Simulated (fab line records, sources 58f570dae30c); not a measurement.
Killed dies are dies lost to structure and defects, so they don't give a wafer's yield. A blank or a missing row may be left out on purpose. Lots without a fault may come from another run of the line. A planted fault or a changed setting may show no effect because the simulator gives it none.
Which tool did it? | flow berkeley_cmos170 | 14 lots, 42 wafers sampled, at 3 steps of a route of 331

WHAT THE GAUGES READ, wafer by wafer
UCB170_PLDD_TW_MEAS_11.
lot  | measured     | on            | PLDD_TW
L414 | day 6 11:37  | film_metro-01 | 991 990 990
L416 | day 6 17:52  | film_metro-01 | 994 992 991
L415 | day 6 18:20  | film_metro-02 | 995 996 998
L419 | day 7 08:23  | film_metro-01 | 995 996 991
L418 | day 7 08:40  | film_metro-01 | 999 993 991
L417 | day 7 09:12  | film_metro-03 | 1013 1019 1008
L421 | day 7 21:38  | film_metro-02 | 992 992 992
L420 | day 7 22:12  | film_metro-01 | 997 994 987
L423 | day 8 08:19  | film_metro-03 | 1010 1006 1007
L422 | day 8 08:34  | film_metro-01 | 996 998 1001
L424 | day 8 21:11  | film_metro-01 | 999 997 990
L425 | day 8 21:37  | film_metro-02 | 998 997 1002
L433 | day 10 16:13 | film_metro-03 | 912 908 906 915 916 912
L436 | day 10 16:56 | film_metro-01 | 896 899 895 897 894 894

UCB170_SDANNEAL_RS_MEAS_04: measures by four-point-probe.
lot  | measured     | on            | PLDD_RS (ohm/sq)
L414 | day 6 21:55  | film_metro-03 | 1034.3 1032.2 1028.1
L416 | day 7 11:15  | film_metro-02 | 1034.1 1032.4 1032.6
L415 | day 7 11:16  | film_metro-01 | 1033.4 1034.1 1030.7
L419 | day 8 04:51  | film_metro-02 | 1034.0 1033.6 1033.6
L418 | day 8 04:53  | film_metro-01 | 1032.4 1027.3 1028.9
L417 | day 8 04:38  | film_metro-03 | 1027.1 1028.8 1031.3
L421 | day 8 11:58  | film_metro-03 | 1027.5 1031.4 1028.7
L420 | day 8 11:34  | film_metro-02 | 1031.1 1028.3 1031.5
L423 | day 8 20:52  | film_metro-01 | 1031.3 1035.4 1032.2
L422 | day 8 21:16  | film_metro-02 | 1024.3 1027.2 1026.4
L424 | day 9 11:17  | film_metro-03 | 1034.9 1033.2 1036.0
L425 | day 9 11:28  | film_metro-01 | 1029.1 1026.0 1022.9
L433 | day 11 08:19 | film_metro-03 | 1356.1 1354.0 1350.7 1353.0 1352.5 1353.7
L436 | day 11 10:48 | film_metro-02 | 1348.9 1355.3 1351.0 1352.7 1352.9 1353.6

WHICH TOOL RAN EACH LOT (tool, then ch and the chambers of the sampled wafers, then the start)
lot  | UCB170_PLDD_IMPLANT_08
L414 | implanter-02 ch 0, day 6 11:13
L416 | implanter-04 ch 0, day 6 17:28
L415 | implanter-04 ch 0, day 6 17:57
L419 | implanter-04 ch 0, day 7 07:59
L418 | implanter-02 ch 0, day 7 08:19
L417 | implanter-04 ch 0, day 7 08:48
L421 | implanter-04 ch 0, day 7 21:14
L420 | implanter-02 ch 0, day 7 21:49
L423 | implanter-01 ch 0, day 8 07:55
L422 | implanter-02 ch 0, day 8 08:12
L424 | implanter-02 ch 0, day 8 20:49
L425 | implanter-01 ch 0, day 8 21:13
L433 | implanter-02 ch 0, day 10 15:50
L436 | implanter-02 ch 0, day 10 16:32
- UCB170_PLDD_IMPLANT_08

WHAT THE TOOLS THEMSELVES READ (means of the sampled wafers that have a number; where no wafer has one, the mark that the record gives instead)
UCB170_PLDD_IMPLANT_08.
lot  | tool         | dose_ions_cm2 | faraday_current_uA
L414 | implanter-02 | 4.999e+13     | 160
L416 | implanter-04 | 5.002e+13     | 160
L415 | implanter-04 | 5.006e+13     | 159
L419 | implanter-04 | 5.001e+13     | 160
L418 | implanter-02 | 4.999e+13     | 158
L417 | implanter-04 | 5.002e+13     | 160
L421 | implanter-04 | 4.997e+13     | 158
L420 | implanter-02 | 4.995e+13     | 155
L423 | implanter-01 | 5.007e+13     | 146
L422 | implanter-02 | 5.004e+13     | 159
L424 | implanter-02 | 5.004e+13     | 156
L425 | implanter-01 | 5.004e+13     | 151
L433 | implanter-02 | 2.066e+13     | 65
L436 | implanter-02 | 2.068e+13     | 65

THE ANSWER, worked out from the rows above alone
Rule: what is usual is taken from the lots themselves. Put in order of their means at a reading, lots are off if they are a third of the lots or fewer, leave a main group of 4 or more, and stand apart from it by a gap of 3 or more times the standard deviation of the main group's means; of several such gaps the widest counts. A main group whose means are all the same, to the digits that the tables above print for the reading, isn't used. A lot without any number at a reading at which 4 lots or more have one is off too. The other lots that the step has rows for count as sound. The gauges are gone through in route order, then the tools' own readings, and for those a lot's mean is taken as printed above. The first step at which some lot is off is used, and at that step the reading that is off furthest; a lot without a number counts as furthest.
Off: L433, L436, at UCB170_PLDD_TW_MEAS_11 (PLDD_TW). The main group: mean 997, standard deviation 6.6.
A tool fits if, at a process step before that reading, it ran every lot that is off, and no sound lot after the first of them. The gauges at UCB170_PLDD_TW_MEAS_11 aren't tried: what is off there is off at UCB170_PLDD_IMPLANT_08 too, on other tools, and a gauge's error can't cause that. One fits: implanter-02 at UCB170_PLDD_IMPLANT_08. Its last sound lot is L424 (day 8 20:49), its first lot that is off L433 (day 10 15:50): a fault that began between those two fits.
The tool's own readings at UCB170_PLDD_IMPLANT_08 bear it out: on the lots that are off they differ by more than 5 times the standard deviation of the sound lots' means. dose_ions_cm2 reads 2.067e+13 there against 5.002e+13 on the sound lots; faraday_current_uA reads 65 there against 157 on the sound lots.

WHAT THE SIMULATOR HAD PUT IN
Process parameter drift: implanter-02, from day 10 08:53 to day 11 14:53, at UCB170_PLDD_IMPLANT_08. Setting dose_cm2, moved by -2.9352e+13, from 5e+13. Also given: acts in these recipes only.
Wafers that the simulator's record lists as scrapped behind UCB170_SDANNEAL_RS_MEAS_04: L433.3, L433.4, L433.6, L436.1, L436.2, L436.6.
Lots struck among those shown: L433, L436. The rule above found the same.
